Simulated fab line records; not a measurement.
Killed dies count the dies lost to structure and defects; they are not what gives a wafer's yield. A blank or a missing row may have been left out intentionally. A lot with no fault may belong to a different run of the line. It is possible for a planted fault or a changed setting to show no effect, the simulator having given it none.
Which tool is to blame?    flow rit-cmos    42 wafers from 14 lots sampled at 2 of the route's 202 steps

== WHAT THE GAUGES SHOWED, per wafer ==
RIT_SPACER_THK_MEAS_04. Usual: for SPACER_NITRIDE_THK the level is 251.7 nm and the standard deviation is 2.5.
lot   measured     on             SPACER_NITRIDE_THK (nm)  flag
L605  day 3 00:00  film-metro-04  250.2 249.6 248.7        
L606  day 3 04:05  film-metro-02  254.2 250.1 251.4        
L608  day 3 18:19  film-metro-02  244.2 245.7 247.1        
L609  day 3 23:25  film-metro-01  250.3 251.9 252.4        
L610  day 4 01:35  film-metro-04  250.9 250.5 248.9        
L611  day 4 06:06  film-metro-02  248.1 251.4 248.9        
L612  day 4 15:25  film-metro-01  257.2 256.2 256.9        
L613  day 4 20:22  film-metro-02  255.1 252.0 252.4        
L615  day 5 07:00  film-metro-02  251.8 252.8 252.2        
L621  day 6 07:32  film-metro-02  250.8 254.2 251.3        
L622  day 6 13:50  film-metro-02  274.0 270.9 273.0        OFF
L623  day 6 20:32  film-metro-02  269.5 268.8 270.6        OFF
L624  day 7 01:05  film-metro-01  247.9 250.8 251.3        
L626  day 7 13:32  film-metro-04  250.9 251.0 251.6        

== WHICH TOOL RAN EACH LOT (tool, then ch and the chambers of the sampled wafers, then the start) ==
lot   RIT_SPACER_CVD_03
L605  lpcvd-01 ch 0, day 2 22:04
L606  lpcvd-01 ch 0, day 3 02:10
L608  lpcvd-02 ch 0, day 3 16:23
L609  lpcvd-01 ch 1, day 3 21:28
L610  lpcvd-02 ch 1, day 3 23:40
L611  lpcvd-01 ch 1, day 4 04:10
L612  lpcvd-01 ch 0, day 4 13:29
L613  lpcvd-01 ch 1, day 4 18:26
L615  lpcvd-01 ch 0, day 5 05:03
L621  lpcvd-02 ch 0, day 6 05:38
L622  lpcvd-01 ch 1, day 6 11:55
L623  lpcvd-01 ch 1, day 6 18:37
L624  lpcvd-02 ch 1, day 6 23:10
L626  lpcvd-02 ch 0, day 7 11:37
- RIT_SPACER_CVD_03: deposits Si3N4 from SiH2Cl2/NH3, target thk 250 nm, time 3300 s.

== AS READ BY THE TOOLS THEMSELVES (means over the sampled wafers that have a number; for cases with no such wafer, the mark the record gives instead) ==
RIT_SPACER_CVD_03. Usual: sih2cl2-flow-sccm at 59.97 sccm, with a standard deviation of 0.19.
lot   tool      sih2cl2-flow-sccm (sccm)  flag
L605  lpcvd-01  59.81                     
L606  lpcvd-01  59.90                     
L608  lpcvd-02  60.10                     
L609  lpcvd-01  60.03                     
L610  lpcvd-02  60.07                     
L611  lpcvd-01  60.08                     
L612  lpcvd-01  59.98                     
L613  lpcvd-01  60.07                     
L615  lpcvd-01  59.88                     
L621  lpcvd-02  60.06                     
L622  lpcvd-01  60.13                     
L623  lpcvd-01  60.07                     
L624  lpcvd-02  60.14                     
L626  lpcvd-02  60.12                     

== THE ANSWER, worked out from the rows above alone ==
Rule: take the mean of a lot's wafers that have a number; if it is more than 3 standard deviations from the usual mean, the lot is off. Also off: a lot with no number at a reading for which 4 or more lots have one. Any other lot the step has rows for is counted as sound. Order of review: gauges by route order, followed by the tools' own readings, for which a lot's mean as printed above is used. At the first step where some lot is off, the reading lying furthest off is the one used; lots without a number count as furthest.
Off: L622, L623, seen at RIT_SPACER_THK_MEAS_04 (SPACER_NITRIDE_THK).
A tool fits if, at a process step before that reading, it ran every lot that is off, and no sound lot after the first of them. The gauges at RIT_SPACER_THK_MEAS_04 are tried like those tools. This does not decide it: 2 tools fit, namely lpcvd-01 at RIT_SPACER_CVD_03 and film-metro-02 at RIT_SPACER_THK_MEAS_04.

== WHAT THE SIMULATOR HAD PUT IN ==
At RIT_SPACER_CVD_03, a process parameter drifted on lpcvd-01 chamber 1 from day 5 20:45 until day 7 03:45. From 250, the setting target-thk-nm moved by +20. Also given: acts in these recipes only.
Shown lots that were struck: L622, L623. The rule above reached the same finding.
